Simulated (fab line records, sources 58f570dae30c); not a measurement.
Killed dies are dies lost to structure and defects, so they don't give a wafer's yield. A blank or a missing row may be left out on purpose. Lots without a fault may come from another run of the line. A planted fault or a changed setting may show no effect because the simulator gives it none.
A struck lot beside a sound one | flow berkeley_cmos170 | 15 steps out of a route of 331
Sound: wafers L865.1, L865.3, L865.4. Struck: wafers L876.1, L876.4, L876.6. The cause comes at the end.
At each step with rows: each side's tool, then ch and its chambers, then its first start. Under that, the readings that differ: sound wafers | struck wafers | difference of the means | sigmas: that difference in standard deviations of wafers without a fault.
alike: readings whose means differ by less than 2 such deviations, and words and numbers that are the same on both sides. not compared: withheld readings, readings that some wafer has no value for, bounds like >300 that may hide the same value, and numbers for which the record gives no deviation and whose values overlap.
The two part at a step that has a row with sigmas, a row that says differs or no value, or rows on one side only. Numbers that don't overlap but have no deviation are shown without sigmas and don't part them. A reading that every wafer of one side lacks parts them only if that side has two wafers or more.

UCB170_NWELL_THK_MEAS_02:
  sound on film_metro-02, day 2 06:08; struck on film_metro-03, day 4 13:10
  alike: NWELL_OXIDE_THK
then, 2 steps without rows for these wafers: UCB170_NWELL_ANNEAL_03 (time 900 s); UCB170_NWELL_CVD_04 (deposits Si3N4 from SiH2Cl2/NH3, target thk 224 nm, time 3360 s).
UCB170_NWELL_THK_MEAS_05:
  sound on film_metro-03, day 2 14:29; struck on film_metro-04, day 4 23:28
  reading                | sound             | struck            | difference | sigmas
  NWELL_NITRIDE_THK (nm) | 220.3 222.1 220.1 | 227.7 226.9 229.4 | +7.2       | +4
then, 6 steps without rows for these wafers: UCB170_NWELL_HMDS_06 (prime time 60 s); UCB170_NWELL_COAT_07 (resist thk 900 nm); UCB170_NWELL_SOFTBAKE_08 (time 60 s); UCB170_NWELL_EXPOSE_09 (exposes mask NWELL, target cd 3000 nm); UCB170_NWELL_PEB_10; UCB170_NWELL_DEVELOP_11 (develop time 45 s).
UCB170_NWELL_OVL_MEAS_12:
  sound on overlay-02, day 2 15:53; struck on overlay-01, day 5 00:44
  alike: NWELL_OVL
UCB170_NWELL_ETCH_13: etches Si3N4 in CH3F/Ar/O2, stops on SiO2, target depth 246.4 nm, time 154 s.
  sound on rie_diel-01 ch 0,1,2, day 2 15:56; struck on rie_diel-01 ch 0,1,3, day 5 00:46
  alike: drypump_motor_current_A, oes_product_au, throttle_valve_pct
  not compared: rf_hours_counter_h
UCB170_NWELL_IMPLANT_14:
  sound on implanter-04 ch 0, day 2 16:02; struck on implanter-04 ch 0, day 5 00:52
  reading                   | sound                | struck               | difference | sigmas
  beam_energy_keV           | 150.02 150.00 149.93 | 144.58 144.55 144.61 | -5.40      | -99 or more
  model.implant.rp_nm (nm)  | 184.6 184.6 184.6    | 184.3 184.3 184.3    | -0.3       |
  model.implant.drp_nm (nm) | 62.72 62.72 62.72    | 60.95 60.95 60.95    | -1.77      |
  alike: end_station_pressure_torr
UCB170_NWELL_STRIP_15: strips in O2.
  sound on plasma_asher-03 ch 0,1, day 2 16:11; struck on plasma_asher-02 ch 0,1, day 5 01:01
  alike: drypump_motor_current_A, oes_product_au, strip_time_to_endpoint_s
  not compared: rf_hours_counter_h
-- the record jumps here: 6 days lie between the struck wafers' starts before and after (it left off in module NWELL and takes up again in module M3, whose first step shown is number 331 of the route) --
UCB170_M3_PROBE_99:
  the record has rows for the struck wafers here (prober-01, day 10 22:59) and none for the sound ones

WHERE THEY PART
First at UCB170_NWELL_THK_MEAS_05; last, within this record, at UCB170_M3_PROBE_99.

WHY: what the simulator had put in
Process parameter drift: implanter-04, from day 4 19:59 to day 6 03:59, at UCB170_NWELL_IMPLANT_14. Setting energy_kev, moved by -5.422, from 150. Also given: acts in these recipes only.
